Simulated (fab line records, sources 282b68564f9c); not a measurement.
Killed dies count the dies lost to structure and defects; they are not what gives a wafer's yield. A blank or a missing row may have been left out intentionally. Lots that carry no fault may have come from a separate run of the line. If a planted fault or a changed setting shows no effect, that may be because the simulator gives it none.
Which of the tools did it? + flow ritCmos + 7 lots (21 wafers sampled), 1 step of a 202-step route

## WHAT THE GAUGES SHOWED, per wafer
RIT_ACTIVE_CD_MEAS_11: target cd 1400 nm.
| lot  | measured    | on       | cdNm (nm)            |
|------|-------------|----------|----------------------|
| L469 | day 2 10:33 | cdSem-01 | 1401.0 1402.6 1400.3 |
| L474 | day 3 13:25 | cdSem-02 | 1399.7 1401.8 1400.6 |
| L476 | day 3 21:30 | cdSem-02 | 1397.4 1399.5 1398.3 |
| L480 | day 4 17:36 | cdSem-01 | 1400.4 1399.2 1398.1 |
| L482 | day 5 03:59 | cdSem-01 | 1400.1 1403.4 1400.8 |
| L484 | day 5 14:56 | cdSem-02 | 1402.9 1402.8 1403.4 |
| L487 | day 6 07:37 | cdSem-02 | 1399.8 1400.4 1401.6 |

## WHAT TOOL EACH LOT RAN ON (gives the tool, then ch and the chambers of the sampled wafers, and finally the start)
Before these readings, the record contains no process step.

## THE ANSWER, worked out from the rows above alone
Rule: the usual values come from the lots themselves. Put in order of their means at a reading, lots are off if they are a third of the lots or fewer, leave a main group of 4 or more, and stand apart from it by a gap of 3 or more times the standard deviation of the main group's means; of several such gaps the widest counts. The tables above print the reading to a certain number of digits; a main group whose means all agree to those digits is not used. Also off: a lot with no number at a reading for which 4 or more lots have one. All remaining lots with rows at the step are treated as sound.
None of the lots is off at any reading shown; this tells nothing.

## WHAT HAD BEEN PUT IN BY THE SIMULATOR
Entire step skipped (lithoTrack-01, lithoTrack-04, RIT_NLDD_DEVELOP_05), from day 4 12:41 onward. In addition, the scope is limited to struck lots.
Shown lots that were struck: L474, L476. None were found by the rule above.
